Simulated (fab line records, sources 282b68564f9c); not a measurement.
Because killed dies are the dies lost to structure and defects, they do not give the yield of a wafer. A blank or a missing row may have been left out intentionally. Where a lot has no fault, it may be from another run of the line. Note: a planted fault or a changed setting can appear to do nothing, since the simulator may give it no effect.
A single fault, viewed from 2 desks :: flow rit cmos :: only its own numbers are on each desk; what lay behind them is given at the end

## DESK OF THE TOOL OWNER: litho track-04
RIT_CONTACT_PEB_06, tool's own readings: per-lot mean of the sampled wafers with a number, covering each lot this tool ran. Marked OUT: a lot whose mean sits more than 4 standard deviations from the usual mean, which makes it out of limits; the brackets give that distance.
Columns: A = exhaust pa at RIT_CONTACT_PEB_06, usual 45.2 Pa
lot: L874
first seen here: day 5 02:41
A: 45.0

lot: L881
first seen here: day 7 04:13
A: 45.3

lot: L888
first seen here: day 8 20:38
A: 46.2
This desk's finding: nothing out of limits on any of the 3 lots.

## METROLOGY DESK
What the gauges read for every lot (on any tool): the sampled wafers with a number, averaged. Marked OUT: a lot whose mean sits more than 4 standard deviations from the usual mean, which makes it out of limits; the brackets give that distance.
Columns: A = FIELD_OXIDE_LEFT_1_THK at RIT_FOX2_THK_MEAS_90, usual 326 nm
lot: L866
first seen here: day 1 21:24
A: 322

lot: L867
first seen here: day 2 02:38
A: 322

lot: L869
first seen here: day 2 12:06
A: 330

lot: L871
first seen here: day 3 00:19
A: 323

lot: L872
first seen here: day 3 04:19
A: 328

lot: L874
first seen here: day 3 12:58
A: 328

lot: L875
first seen here: day 3 17:54
A: 333

lot: L876
first seen here: day 3 21:37
A: 317

lot: L877
first seen here: day 4 02:22
A: 331

lot: L879
first seen here: day 4 18:25
A: 333

lot: L880
first seen here: day 4 19:44
A: 339

lot: L881
first seen here: day 5 01:19
A: 334

lot: L888
first seen here: day 7 05:17
A: 322

lot: L889
first seen here: day 7 05:17
A: 331
This desk's finding: nothing out of limits on any of the 14 lots.

## PUT TOGETHER
The tool owner's desk saw nothing out of limits.
Metrology desk: nothing out of limits seen.

## WHAT HAD BEEN PUT IN BY THE SIMULATOR
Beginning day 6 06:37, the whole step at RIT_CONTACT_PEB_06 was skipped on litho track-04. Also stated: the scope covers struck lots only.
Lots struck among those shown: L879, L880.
